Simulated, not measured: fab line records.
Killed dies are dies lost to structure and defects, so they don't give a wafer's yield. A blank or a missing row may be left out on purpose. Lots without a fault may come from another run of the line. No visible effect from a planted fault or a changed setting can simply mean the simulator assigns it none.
The tool behind it: which one? :: flow berkeleyCmos170 :: 21 wafers from 7 lots sampled at 2 of the route's 331 steps

WHAT THE GAUGES SHOWED, per wafer
UCB170_V2_THK_MEAS_01.
lot: L530
measured: day 8 18:55
on: filmMetro-01
V2_TEOS_THK (nm): 1993 2040 2046

lot: L535
measured: day 9 20:03
on: filmMetro-04
V2_TEOS_THK (nm): 1979 2035 2018

lot: L537
measured: day 10 07:43
on: filmMetro-02
V2_TEOS_THK (nm): 1968 1968 1996

lot: L538
measured: day 10 09:36
on: filmMetro-04
V2_TEOS_THK (nm): 1988 1982 2030

lot: L545
measured: day 11 18:14
on: filmMetro-04
V2_TEOS_THK (nm): 1993 2044 2015

lot: L547
measured: day 12 09:05
on: filmMetro-01
V2_TEOS_THK (nm): 2074 2125 2118 2073 2123 2119

lot: L551
measured: day 13 15:40
on: filmMetro-01
V2_TEOS_THK (nm): 2014 2033 2031

WHAT TOOL EACH LOT RAN ON (gives the tool, then ch and the chambers of the sampled wafers, and finally the start)
lot: L530
UCB170_V2_CVD_00: pecvd-04 ch 1,2, day 8 18:45

lot: L535
UCB170_V2_CVD_00: pecvd-02 ch 0,2, day 9 19:53

lot: L537
UCB170_V2_CVD_00: pecvd-04 ch 0,1, day 10 07:34

lot: L538
UCB170_V2_CVD_00: pecvd-04 ch 1,2, day 10 09:26

lot: L545
UCB170_V2_CVD_00: pecvd-02 ch 1,2, day 11 18:05

lot: L547
UCB170_V2_CVD_00: pecvd-02 ch 0,2, day 12 08:54

lot: L551
UCB170_V2_CVD_00: pecvd-04 ch 0,1,2, day 13 15:30
- UCB170_V2_CVD_00: deposits SiO2 from TEOS/O2, target thk 2000 nm, time 250 s.

THE ANSWER, worked out from the rows above alone
Rule: usual is defined by the lots themselves. Put in order of their means at a reading, lots are off if they are a third of the lots or fewer, leave a main group of 4 or more, and stand apart from it by a gap of 3 or more times the standard deviation of the main group's means; of several such gaps the widest counts. Not used: any main group whose means are identical at the precision the tables above print for the reading. Also off: a lot with no number at a reading for which 4 or more lots have one. The other lots that the step has rows for count as sound.
Off: at UCB170_V2_THK_MEAS_01 (V2_TEOS_THK), L547. Mean 2010 nm and standard deviation 17 in the main group.
A tool fits if, at a process step before that reading, it ran every lot that is off, and no sound lot after the first of them. Gauges at UCB170_V2_THK_MEAS_01: tried the same way as those tools. One fits: pecvd-02 at UCB170_V2_CVD_00. Its last sound lot is L545 (day 11 18:05), its first lot that is off L547 (day 12 08:54): a fault that began between those two fits.

WHAT WAS PUT IN BY THE SIMULATOR
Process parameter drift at UCB170_V2_CVD_00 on pecvd-02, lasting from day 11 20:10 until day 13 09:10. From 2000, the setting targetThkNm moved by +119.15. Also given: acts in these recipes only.
Struck lots among those shown: L547. Same finding as the rule above.
